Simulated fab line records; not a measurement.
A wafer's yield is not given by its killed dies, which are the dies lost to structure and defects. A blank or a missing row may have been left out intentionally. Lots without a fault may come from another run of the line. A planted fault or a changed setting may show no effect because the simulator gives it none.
Split-lot experiment | flow berkeleyCmos170 | 23 wafers read from 5 lots, route of 331 steps

== ON THE SPLIT ==
At UCB170_V2_EXPOSE_09 (exposes mask VIA2, target cd 700 nm), the setting doseMj was moved away from the recipe's 37 on 7 of the 23 wafers read, by -3.1% to -2.2%. All remaining wafers had this setting at the recipe value.

== FROM THE SPLIT TO THE READING: what the file shows between them, 5 steps ==
- UCB170_V2_PEB_10
- UCB170_V2_DEVELOP_11: develop time 45 s
- UCB170_V2_CD_MEAS_12: target cd 700 nm
- UCB170_V2_ETCH_14: etches SiO2 in CHF3/CF4/Ar, stops on Al, target depth 1250 nm, time 291 s (also split here: timeS)
- UCB170_V2_STRIP_15: strips in O2

== THE READING ==
At UCB170_V2_CD_MEAS_90: cdNm in nanometres, against a target cd of 700 nm. On this fab line, fault-free wafers typically give 700.3 nm with a standard deviation of 1.6 nm.

wafer  | tool, chamber at the split | doseMj as run | against the recipe | cdNm, nm | against lot-mates on the recipe
L077.1 | krfScanner-01, 0           | 36.18         | -2.2%              | 694.1    | -3.4
L077.2 | krfScanner-01, 0           | 36.18         | -2.2%              | 694.0    | -3.5
L077.4 | krfScanner-01, 0           | 37            | recipe             | 697.1    | -
L077.5 | krfScanner-01, 0           | 37            | recipe             | 697.0    | -
L077.6 | krfScanner-01, 0           | 37            | recipe             | 698.3    | -
L075.1 | krfScanner-02, 0           | 37            | recipe             | 701.1    | -
L075.3 | krfScanner-02, 0           | 37            | recipe             | 700.1    | -
L075.6 | krfScanner-02, 0           | 37            | recipe             | 701.5    | -
L082.1 | krfScanner-01, 0           | 37            | recipe             | 699.6    | -
L082.2 | krfScanner-01, 0           | 37            | recipe             | 698.7    | -
L082.3 | krfScanner-01, 0           | 37            | recipe             | 698.6    | -
L082.5 | krfScanner-01, 0           | 37            | recipe             | 697.2    | -
L082.6 | krfScanner-01, 0           | 37            | recipe             | 697.3    | -
L080.1 | krfScanner-01, 0           | 37            | recipe             | 700.5    | -
L080.3 | krfScanner-01, 0           | 36.01         | -2.7%              | 697.3    | -3.9
L080.4 | krfScanner-01, 0           | 36.01         | -2.7%              | 696.0    | -5.2
L080.5 | krfScanner-01, 0           | 36.01         | -2.7%              | 695.1    | -6.1
L080.6 | krfScanner-01, 0           | 37            | recipe             | 701.9    | -
L084.1 | krfScanner-02, 0           | 37            | recipe             | 701.9    | -
L084.2 | krfScanner-02, 0           | 35.86         | -3.1%              | 696.0    | -5.8
L084.4 | krfScanner-02, 0           | 37            | recipe             | 701.2    | -
L084.5 | krfScanner-02, 0           | 35.86         | -3.1%              | 697.5    | -4.3
L084.6 | krfScanner-02, 0           | 37            | recipe             | 702.3    | -

THE FIT
A straight line over all 23 wafers: cdNm changes by +1.38 nm for each +1% of doseMj; r = +0.69; the points scatter about the line by 1.9 nm.
The same after taking each lot's own level away (the mean of its wafers on the recipe; 23 wafers): +1.73 nm for each +1%; r = +0.95; scatter 0.77 nm.
Per that fit: largest doseMj move, reading shift of 5.3 nm.
From 697.47 to 701.80 nm: that is the span of the lots' own levels, equal to 2.7 times the standard deviation above.
So the lot-to-lot level blurs the effect unless lot-mates are compared.
Check: for one of the wafers moved furthest among these (-3.1%), held out of the fit, the line's prediction against its lot-mates is -5.22 nm. It came out at -5.8 nm against them.

== THE OTHER SPLITS THESE WAFERS WENT THROUGH ==
Note: prior to the reading, these wafers also went through further splits. Each is held against what the fit with the lots' levels taken away leaves over:
other split on the same wafers | wafers away from the commonest value | r with cdNm (lot level and that fit taken away)
UCB170_V2_ETCH_14 timeS        | 10                                   | -0.07

== THE WHOLE CHAIN: every reading that the file lists as answering this split, in the file's order ==
step                 | what it does                                                              | reading                                                  | change (the file's fit)              | r (the file's)
UCB170_V2_CD_MEAS_12 | target cd 700 nm                                                          | cdNm                                                     | +1.63 nm for each +1% of the setting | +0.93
UCB170_V2_ETCH_14    | etches SiO2 in CHF3/CF4/Ar, stops on Al, target depth 1250 nm, time 291 s | V2.cdNm (the simulator's own value, which no gauge read) | +1.73 nm for each +1% of the setting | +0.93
UCB170_V2_CD_MEAS_90 | target cd 700 nm                                                          | cdNm                                                     | +1.71 nm for each +1% of the setting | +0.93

== FILE'S OWN FIT ==
cdNm changes by +1.71 nm for each +1% of doseMj, r = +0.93.
